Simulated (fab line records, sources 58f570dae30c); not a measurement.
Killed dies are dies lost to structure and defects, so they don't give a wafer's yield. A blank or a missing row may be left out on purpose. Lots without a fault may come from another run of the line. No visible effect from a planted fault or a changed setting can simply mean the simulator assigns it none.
fab line records | flow berkeley-cmos170
[record] lots = 14 wafers = 42 last-day = 12
route steps=331 shown NLDD@166
lots untouched by any fault: they come from a run of this same line in which no faults occurred
start-h: start of the lot's first displayed wafer, in hours after the record's first day | wait-h: time in hours since the lot's previous step | " as in the row above | L1.1+2: one row covering several wafers at once | - no value present, or no start provided | * or withheld: withheld | < > ~ a bound
route shown NAME@n: a module of which the file shows steps, and the number in the route of the first | usual: mean and standard deviation over wafers with no fault | same: alike in all rows | chamber/n: place in a boat | sites: per-site readings | _std_site: the standard deviation of these | _edge_site: inner sites' mean taken away from outer sites' mean | radius-mm: for every site, how far away it sits from the centre of the wafer | mask NAME#n: copy n | behind: tool/chamber where the wafer was last shaped | hold: cause of the lot's hold/its duration in hours/its outcome | device: names the non-switching transistor (n, p or np) | end of line: the route-end tests of the same wafers | a step given without rows: its recipe and nothing more | killed: count of dies lost to structure and defects at first sort (not the wafer's yield) | map: shows each die of a wafer: x if killed, . if not, _ if none is there
set.NAME: the run value of the setting; set.NAME@STEP: its run value at that earlier step | model.NAME: the simulator's own value behind a step, which no gauge read
a sample of lots followed through the steps of the route, with each step as a table and each wafer as a row
services: the hour from which a tool's chamber was out of use, counted from the record's first day as start-h (under 0 if before that day), plus the number of hours and why
[[steps]]
[step UCB170_NLDD_IMPLANT_08]
[recipe] species = As dose-cm2 = 5e+13 energy-kev = 30 tilt-deg = 7 rotation-deg = 0
[usual] beam-energy-keV = 30.001/0.0088
// columns lot.wafer tool chamber start-h wait-h beam-energy-keV
L861.1 implanter-01 0 123.28 0.0 30.008
L861.4 " 0 " " 30.013
L861.6 " 0 " " 30.009
L862.1 implanter-04 0 139.50 0.0 30.001
L862.2 " 0 " " 30.012
L862.4 " 0 " " 30.006
L863.1 implanter-01 0 150.31 0.0 30.000
L863.3 " 0 " " 30.015
L863.5 " 0 " " 30.006
L865.1 implanter-02 0 150.54 0.0 29.998
L865.3 " 0 " " 29.990
L865.6 " 0 " " 29.997
L864.1 implanter-01 0 151.09 0.0 30.000
L864.5 " 0 " " 30.005
L864.6 " 0 " " 30.011
L867.2 implanter-04 0 172.60 0.0 30.001
L867.3 " 0 " " 30.004
L867.5 " 0 " " 29.989
L868.2 implanter-01 0 178.51 0.0 29.986
L868.5 " 0 " " 29.976
L868.6 " 0 " " 29.995
L869.4 implanter-01 0 179.17 0.1 29.997
L869.5 " 0 " " 29.991
L869.6 " 0 " " 30.008
L871.2 implanter-01 0 187.76 0.0 30.003
L871.4 " 0 " " 29.989
L871.6 " 0 " " 29.997
L876.1 implanter-01 0 222.46 0.0 40.501
L876.3 " 0 " " 40.519
L876.6 " 0 " " 40.494
L883.3 implanter-02 0 236.01 0.1 30.000
L883.4 " 0 " " 30.001
L883.6 " 0 " " 30.020
L881.1 implanter-01 0 236.12 0.0 40.505
L881.3 " 0 " " 40.499
L881.6 " 0 " " 40.494
L882.1 implanter-04 0 236.24 0.0 29.997
L882.3 " 0 " " 29.996
L882.4 " 0 " " 29.993
L884.1 implanter-02 0 245.03 0.0 30.009
L884.4 " 0 " " 30.000
L884.5 " 0 " " 30.006
[step UCB170_NLDD_TW_MEAS_11]
[usual] NLDD_TW = 2203/19
// columns lot.wafer tool chamber start-h wait-h NLDD_TW
L861.1 film-metro-03 - 123.68 0.1 2236
L861.4 " - " " 2240
L861.6 " - " " 2237
L862.1 film-metro-04 - 139.90 0.1 2200
L862.2 " - " " 2207
L862.4 " - " " 2223
L863.1 film-metro-02 - 150.71 0.1 2233
L863.3 " - " " 2228
L863.5 " - " " 2233
L865.1 film-metro-02 - 150.94 0.1 2228
L865.3 " - " " 2238
L865.6 " - " " 2240
L864.1 film-metro-02 - 151.49 0.1 2233
L864.5 " - " " 2241
L864.6 " - " " 2231
L867.2 film-metro-04 - 172.98 0.1 2182
L867.3 " - " " 2185
L867.5 " - " " 2175
L868.2 film-metro-04 - 178.90 0.1 2184
L868.5 " - " " 2187
L868.6 " - " " 2189
L869.4 film-metro-03 - 179.53 0.1 2222
L869.5 " - " " 2221
L869.6 " - " " 2222
L871.2 film-metro-04 - 188.14 0.1 2192
L871.4 " - " " 2181
L871.6 " - " " 2191
L876.1 film-metro-03 - 222.86 0.1 2305
L876.3 " - " " 2321
L876.6 " - " " 2315
L883.3 film-metro-04 - 236.38 0.1 2186
L883.4 " - " " 2203
L883.6 " - " " 2206
L881.1 film-metro-03 - 236.52 0.1 2288
L881.3 " - " " 2313
L881.6 " - " " 2296
L882.1 film-metro-02 - 236.64 0.1 2211
L882.3 " - " " 2194
L882.4 " - " " 2203
L884.1 film-metro-04 - 245.43 0.1 2195
L884.4 " - " " 2200
L884.5 " - " " 2189
[step UCB170_SDANNEAL_RS_MEAS_05]
[recipe] thk-meas-gauge = four-point-probe
[usual] NLDD_RS = 615.4/1.4
// columns lot.wafer tool chamber start-h wait-h NLDD_RS[ohm/sq]
L861.1 film-metro-02 - 133.39 0.1 615.4
L861.4 " - " " 613.8
L861.6 " - " " 614.9
L862.1 film-metro-04 - 150.02 0.1 615.8
L862.2 " - " " 615.2
L862.4 " - " " 613.7
L863.1 film-metro-04 - 161.68 0.1 616.2
L863.3 " - " " 618.0
L863.5 " - " " 615.8
L865.1 film-metro-03 - 161.85 0.1 614.2
L865.3 " - " " 613.7
L865.6 " - " " 614.3
L864.1 film-metro-02 - 161.98 0.1 611.4
L864.5 " - " " 612.7
L864.6 " - " " 614.4
L867.2 film-metro-03 - 181.49 0.1 617.1
L867.3 " - " " 618.5
L867.5 " - " " 616.6
L868.2 film-metro-02 - 189.12 0.1 616.3
L868.5 " - " " 617.3
L868.6 " - " " 617.1
L869.4 film-metro-04 - 189.35 0.1 615.6
L869.5 " - " " 617.5
L869.6 " - " " 616.0
L871.2 film-metro-04 - 199.49 0.1 615.7
L871.4 " - " " 616.6
L871.6 " - " " 616.2
L876.1 film-metro-04 - 233.11 0.1 578.9
L876.3 " - " " 575.4
L876.6 " - " " 575.7
L883.3 film-metro-02 - 248.74 0.1 616.5
L883.4 " - " " 616.7
L883.6 " - " " 615.4
L882.1 film-metro-04 - 248.84 0.1 615.1
L882.3 " - " " 615.3
L882.4 " - " " 614.7
L881.1 film-metro-03 - 248.88 0.1 576.5
L881.3 " - " " 574.2
L881.6 " - " " 575.7
L884.1 film-metro-02 - 256.00 0.1 615.4
L884.4 " - " " 613.6
L884.5 " - " " 615.5
[[services]]
// columns tool chamber start-h hours kind
implanter-01 - 138.72 6.8 repair
implanter-04 - 150.25 6.0 repair
[[key]]
[first-sign] step = UCB170_NLDD_IMPLANT_08 reading = beam-energy-keV direction = up sigmas = 99+ usual = 30.001 struck = 40.502
[effect] step = UCB170_NLDD_TW_MEAS_11 reading = NLDD_TW direction = up sigmas = 5.4 usual = 2203 struck = 2306
[effect] step = UCB170_SDANNEAL_RS_MEAS_05 reading = NLDD_RS direction = down sigmas = 28 usual = 615.4 struck = 576.1
met-at UCB170_NLDD_IMPLANT_08
struck-lots L876,L881
tester-left-out L876,L881
onset-between 187.76 222.46
[fault] kind = process-parameter-drift tool = implanter-01 chamber = - onset-h = 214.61 steps = UCB170_NLDD_IMPLANT_08 channel = energy-kev offset = 10.5 shape = step end-h = 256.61 acts-in = these-recipes-only stated = 30
// tester-left-out: of these lots the tester's yield and bins aren't shown, on N5 and GAA mostly nor the transistor test; their killed dies are dies lost to structure and defects alone, not to doping, threshold or leakage, so they don't give the yield
